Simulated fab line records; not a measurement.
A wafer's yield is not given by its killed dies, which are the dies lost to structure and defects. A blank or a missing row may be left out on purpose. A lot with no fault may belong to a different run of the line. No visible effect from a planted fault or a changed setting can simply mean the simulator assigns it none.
Which tool is to blame?	flow rit cmos	Sampling: 7 lots, 21 wafers, 2 of 202 route steps

## WHAT THE GAUGES SHOWED, per wafer
RIT_NSD_OVL_MEAS_06.
lot	measured	on	NSD_OVL (nm)
L948	day 3 04:35	overlay-02	0.3 -0.1 -0.9
L951	day 3 18:58	overlay-01	1.8 3.0 1.4
L955	day 4 17:04	overlay-02	361.9 359.4 360.3
L959	day 5 12:34	overlay-02	-2.5 -0.4 -2.6
L961	day 6 02:26	overlay-02	-1.4 1.7 0.2
L964	day 6 16:01	overlay-02	1.7 0.3 0.7
L970	day 7 21:04	overlay-02	0.1 -2.7 0.3

## TOOL THAT RAN EACH LOT (tool first, then ch and the chambers of the sampled wafers, then the start)
lot	RIT_NSD_EXPOSE_03
L948	iline stepper-01 ch 0, day 3 04:11
L951	iline stepper-01 ch 0, day 3 18:34
L955	iline stepper-02 ch 0, day 4 16:40
L959	iline stepper-01 ch 0, day 5 12:10
L961	iline stepper-01 ch 0, day 6 02:02
L964	iline stepper-01 ch 0, day 6 15:37
L970	iline stepper-01 ch 0, day 7 20:40
- RIT_NSD_EXPOSE_03: exposes mask M9, target cd 40700 nm.

## THE ANSWER, worked out from the rows above alone
Rule: the lots themselves supply what counts as usual. The widest of any qualifying gaps counts: lots, ordered by their means at a reading, are off when they make up no more than a third of the lots, leave a main group of 4 or more, and stand apart from it by 3 or more times the standard deviation of that group's means. If all means in a main group match to the digits the tables above print for the reading, that group is not used. Also off: a lot with no number at a reading for which 4 or more lots have one. The other lots that the step has rows for count as sound.
Off: L955, seen at RIT_NSD_OVL_MEAS_06 (NSD_OVL). The main group has a mean of 0.0 nm with a standard deviation of 1.2.
A tool fits if, at a process step before that reading, it ran every lot that is off, and no sound lot after the first of them. The gauges at RIT_NSD_OVL_MEAS_06 are tried like those tools. One fits: RIT_NSD_EXPOSE_03 on iline stepper-02. It ran no sound lot before its first lot that is off in this sample, so the start can't be narrowed down.

## WHAT HAD BEEN PUT IN BY THE SIMULATOR
Scanner matching overlay: iline stepper-02, from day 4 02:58 on, at RIT_NSD_EXPOSE_03. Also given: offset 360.
Lots struck among those shown: L955. The same result came from the rule above.
